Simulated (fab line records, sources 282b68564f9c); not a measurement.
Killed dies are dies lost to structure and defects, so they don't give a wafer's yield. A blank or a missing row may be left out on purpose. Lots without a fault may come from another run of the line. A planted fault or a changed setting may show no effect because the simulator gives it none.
Which tool did it? | flow rit_cmos | 7 lots, 21 wafers sampled, at 2 steps of a route of 202

WHAT THE GAUGES READ, wafer by wafer
RIT_PSD_TW_MEAS_10.
lot  | measured    | on            | PSD_TW
L838 | day 3 12:22 | film_metro-02 | 3373 3370 3375
L839 | day 3 21:33 | film_metro-03 | 3423 3430 3431
L842 | day 4 03:17 | film_metro-04 | 3426 3426 3451
L846 | day 5 03:03 | film_metro-03 | 3404 3405 3411
L848 | day 5 12:01 | film_metro-03 | 30 30 30
L850 | day 5 20:55 | film_metro-03 | 3422 3409 3396
L858 | day 7 10:56 | film_metro-04 | 3390 3379 3387

WHICH TOOL RAN EACH LOT (tool, then ch and the chambers of the sampled wafers, then the start)
lot  | RIT_PSD_DEVELOP_05
L838 | litho_track-02 ch 0, day 3 11:00
L839 | litho_track-02 ch 0, day 3 20:00
L842 | litho_track-04 ch 0, day 4 02:00
L846 | litho_track-01 ch 0, day 5 02:00
L848 | litho_track-01 ch 0, day 5 11:00
L850 | litho_track-04 ch 0, day 5 20:00
L858 | litho_track-04 ch 0, day 7 10:00
- RIT_PSD_DEVELOP_05: develop time 50 s.

THE ANSWER, worked out from the rows above alone
Rule: what is usual is taken from the lots themselves. Put in order of their means at a reading, lots are off if they are a third of the lots or fewer, leave a main group of 4 or more, and stand apart from it by a gap of 3 or more times the standard deviation of the main group's means; of several such gaps the widest counts. A main group whose means are all the same, to the digits that the tables above print for the reading, isn't used. A lot without any number at a reading at which 4 lots or more have one is off too. The other lots that the step has rows for count as sound.
Off: L848, at RIT_PSD_TW_MEAS_10 (PSD_TW). The main group: mean 3406, standard deviation 22.
A tool fits if, at a process step before that reading, it ran every lot that is off, and no sound lot after the first of them. The gauges at RIT_PSD_TW_MEAS_10 are tried like those tools. One fits: litho_track-01 at RIT_PSD_DEVELOP_05. Its last sound lot is L846 (day 5 02:00), its first lot that is off L848 (day 5 11:00): a fault that began between those two fits.

WHAT THE SIMULATOR HAD PUT IN
Process parameter drift: litho_track-01, from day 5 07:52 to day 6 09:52, at RIT_PSD_DEVELOP_05. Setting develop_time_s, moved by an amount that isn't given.
Lots struck among those shown: L848. The rule above found the same.
